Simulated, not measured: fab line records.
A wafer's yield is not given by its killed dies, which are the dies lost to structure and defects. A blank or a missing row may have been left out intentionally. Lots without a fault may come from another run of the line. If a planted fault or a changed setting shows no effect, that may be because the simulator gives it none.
Chamber matching	flow berkeley-cmos170	UCB170_GATE_ETCH_15 on rie-si-02 has 4 sister chambers
The step etches poly-Si in HBr/Cl2, stops on SiO2, time 56.3 s, target depth 278.2 nm. 27 wafers are shown with their chamber, then 12 later ones without.

== WAFERS WITH THEIR CHAMBER ==
wafer	chamber	throttle-valve-pct (%)	drypump-motor-current-A (A)	oes-product-au (a.u.)
L076.2	0	26.5	5.7	0.850
L076.3	2	26.6	5.6	0.862
L076.6	2	26.6	5.6	0.858
L077.1	1	26.6	5.2	0.845
L077.3	2	26.6	5.7	0.850
L077.6	1	26.6	5.3	0.847
L079.1	1	26.6	5.2	0.823
L079.2	3	26.9	5.7	0.830
L079.3	2	26.6	5.7	0.839
L081.1	2	26.6	5.6	0.852
L081.5	0	26.5	5.6	0.845
L081.6	1	26.6	5.2	0.834
L082.3	3	26.9	5.7	0.837
L082.5	0	26.5	5.7	0.839
L082.6	1	26.6	5.2	0.842
L085.1	3	26.8	5.6	0.843
L085.2	2	26.6	5.6	0.861
L085.3	0	26.5	5.6	0.840
L087.1	2	26.6	5.7	0.855
L087.5	3	26.8	5.6	0.835
L087.6	0	26.5	5.7	0.838
L088.1	1	26.6	5.2	0.835
L088.2	2	26.6	5.6	0.843
L088.3	0	26.5	5.6	0.829
L088.4	3	26.8	5.7	0.825
L088.5	2	26.6	5.6	0.839
L088.6	1	26.6	5.2	0.827

SIGNATURES, as means of the wafers listed above
reading	chamber 0	chamber 1	chamber 2	chamber 3	scatter within a chamber
throttle-valve-pct	26.500	26.600	26.600	26.840	0.0228
drypump-motor-current-A	5.650	5.214	5.633	5.660	0.0492
oes-product-au	0.84017	0.83614	0.85100	0.83400	0.00827
Rule: a wafer lies at a distance from a chamber equal to the root of the sum of squares, over the readings, of (its reading less the chamber's mean, divided by the reading's scatter). The wafer belongs to the nearest chamber; if the next one is less than 2 further off, it can't be placed. How the scatter is found: for the shown wafers, subtract from each reading the mean of its chamber, square and add these, divide the total by (wafers less chambers), then take the root.

== WAFERS WITH NO CHAMBER GIVEN ==
wafer	throttle-valve-pct (%)	drypump-motor-current-A (A)	oes-product-au (a.u.)
L092.1	26.5	5.6	0.842
L092.5	26.9	5.7	0.848
L092.6	26.5	5.7	0.845
L093.3	26.8	5.6	0.833
L093.5	26.5	5.7	0.843
L093.6	26.6	5.2	0.845
L095.1	26.8	5.7	0.846
L095.2	26.6	5.6	0.844
L095.3	26.5	5.6	0.827
L095.4	26.6	5.2	0.822
L095.5	26.6	5.2	0.817
L095.6	26.6	5.6	0.844

== WHICH CHAMBER EACH ONE RAN IN ==
wafer	from the rows above	in truth
L092.1	0	0
L092.5	3	3
L092.6	0	0
L093.3	3	3
L093.5	0	0
L093.6	1	1
L095.1	3	3
L095.2	2	2
L095.3	0	0
L095.4	1	1
L095.5	1	1
L095.6	2	2
Placed correctly: 12 of 12. Can't be placed from these rows: 0. Wrongly placed: 0.
